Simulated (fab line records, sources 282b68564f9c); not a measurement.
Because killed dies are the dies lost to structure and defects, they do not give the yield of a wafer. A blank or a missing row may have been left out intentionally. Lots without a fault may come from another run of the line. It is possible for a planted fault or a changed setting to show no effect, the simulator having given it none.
Comparing a struck lot with a sound one | flow rit cmos | 27 out of 202 route steps
Sound: these wafers, L864.3, L864.4, L864.5. Struck: wafers L872.3, L872.5. (L872.2 of the same lot was not struck and is left out.) The cause comes at the end.
At each step with rows: each side's tool, then ch and its chambers, then its first start. Under that, the readings that differ: sound wafers | struck wafers | difference of the means | sigmas: that difference in standard deviations of wafers without a fault.
alike: words and numbers the same on both sides, and readings whose means are apart by under 2 such deviations; not compared: readings that were withheld, readings missing a value for some wafer, numbers with overlapping values and no deviation given by the record, and bounds like >300 which may hide the same value.
A row with sigmas, a row that says differs or no value, or rows on one side alone: a step with any of these is where the two part. Numbers that have no deviation but don't overlap get no sigmas and don't part them. A reading that every wafer of one side lacks parts them only if that side has two wafers or more.

first, 4 steps without rows for these wafers: RIT_CONTACT_SOFTBAKE_04 (time 60 s); RIT_CONTACT_EXPOSE_05 (exposes mask M11, target cd 1000 nm); RIT_CONTACT_PEB_06; RIT_CONTACT_DEVELOP_07 (develop time 120 s).
RIT_CONTACT_CD_MEAS_08: the cd target is 1000 nm.
  sound on cd sem-02, day 3 15:50; struck on cd sem-01, day 5 11:41
  alike: cd nm
RIT_CONTACT_OVL_MEAS_09:
  sound on overlay-02, day 3 15:56; struck on overlay-02, day 5 11:47
  alike: CONTACT_OVL
then, 1 step without rows for these wafers: RIT_CONTACT_HARDBAKE_10 (time 60 s).
RIT_CONTACT_ETCH_11: etches SiO2 in CHF3/CF4/Ar, stops on TiSi2, target depth 480 nm, time 320 s.
  sound on rie diel-04 ch 0,2,3, day 3 16:07; struck on rie diel-01 ch 2, day 5 11:58
  alike: drypump motor current A, mfc ar sccm, oes product au, throttle valve pct
  not compared: rf hours counter h
RIT_CONTACT_STRIP_12: strips in O2, time 180 s.
  sound on plasma asher-04 ch 0,1, day 3 16:22; struck on plasma asher-04 ch 1, day 5 12:10
  alike: drypump motor current A
  not compared: rf hours counter h
RIT_CONTACT_CD_MEAS_90: the cd target is 1000 nm.
  sound on cd sem-01, day 3 16:31; struck on cd sem-01, day 5 12:21
  alike: cd nm
then, 2 steps without rows for these wafers: RIT_CONTACT_CLEAN_13 (cleans in SC1, time 600 s); RIT_CONTACT_CLEAN_14 (cleans in SC2, time 600 s).
RIT_M1_SPUTTER_00: material Al, target thk 400 nm, time 500 s.
  sound on pvd sputter-03, day 3 16:59; struck on pvd sputter-03, day 5 12:50
  reading                               | sound             | struck      | difference | sigmas
  model.Al_of_M1_SPUTTER_00.thk nm (nm) | 387.9 386.4 385.5 | 420.4 424.1 | +35.7      |
  alike: substrate temp c, throttle valve pct
RIT_M1_RS_MEAS_01: measures by four-point-probe.
  sound on film metro-02, day 3 17:19; struck on film metro-03, day 5 13:09
  reading           | sound                | struck        | difference | sigmas
  M1_AL_RS (ohm/sq) | 0.0760 0.0762 0.0764 | 0.0698 0.0691 | -0.0068    | -10
RIT_M1_THK_MEAS_02: measures by xrf.
  sound on film metro-02, day 3 17:25; struck on film metro-03, day 5 13:16
  reading        | sound       | struck  | difference | sigmas
  M1_AL_THK (nm) | 383 381 380 | 417 421 | +38        | +8
then, 6 steps without rows for these wafers: RIT_M1_HMDS_03 (prime time 60 s); RIT_M1_COAT_04 (resist thk 1300 nm); RIT_M1_SOFTBAKE_05 (time 60 s); RIT_M1_EXPOSE_06 (exposes mask M12, target cd 2600 nm); RIT_M1_PEB_07; RIT_M1_DEVELOP_08 (develop time 68 s).
RIT_M1_CD_MEAS_09: the cd target is 2600 nm.
  sound on cd sem-02, day 3 18:32; struck on cd sem-01, day 5 14:13
  reading    | sound                | struck        | difference | sigmas
  cd nm (nm) | 2601.2 2601.5 2603.0 | 2598.2 2595.4 | -5.1       | -2
RIT_M1_OVL_MEAS_10:
  sound on overlay-02, day 3 18:38; struck on overlay-01, day 5 14:19
  alike: M1_OVL
then, 1 step without rows for these wafers: RIT_M1_HARDBAKE_11 (time 120 s).
RIT_M1_METAL_ETCH_12: etches Al in Cl2/BCl3, stops on SiO2, time 165 s, target depth 600 nm.
  sound on rie metal-02 ch 0,1, day 3 18:58; struck on rie metal-01 ch 1, day 5 14:36
  reading                     | sound             | struck      | difference | sigmas
  drypump motor current A (A) | 5.3 4.9 5.3       | 6.5 6.5     | +1.3       | +2
  oes product au (a.u.)       | 0.759 0.765 0.759 | 0.800 0.805 | +0.041     | +5
  throttle valve pct (%)      | 8.03 8.08 8.03    | 7.92 7.93   | -0.12      | -2
  not compared: rf hours counter h
then, 1 step without rows for these wafers: RIT_M1_STRIP_13 (strips in nmp, time 600 s).
RIT_M1_PROBE_99:
  sound on prober-02, day 3 21:16; struck on prober-01, day 5 16:57
  reading                  | sound                   | struck          | difference | sigmas
  model.etest.m1.rs ohm sq | 0.07457 0.07456 0.07516 | 0.06947 0.06822 | -0.00592   |
  alike: defect limited yield, killed at contacts, killed at front end, killed dies, killed open, killed short, sort_bin_3_pad_short, sort_bin_5_function, sort_bin_6_memory, sort n pass, sort yield pct

## WHERE THEY PART
Earliest at RIT_M1_RS_MEAS_01; latest, in this record, at RIT_M1_METAL_ETCH_12. Later steps at which nothing parts them and some readings are alike: RIT_M1_PROBE_99.

WHY: what had been put in by the simulator
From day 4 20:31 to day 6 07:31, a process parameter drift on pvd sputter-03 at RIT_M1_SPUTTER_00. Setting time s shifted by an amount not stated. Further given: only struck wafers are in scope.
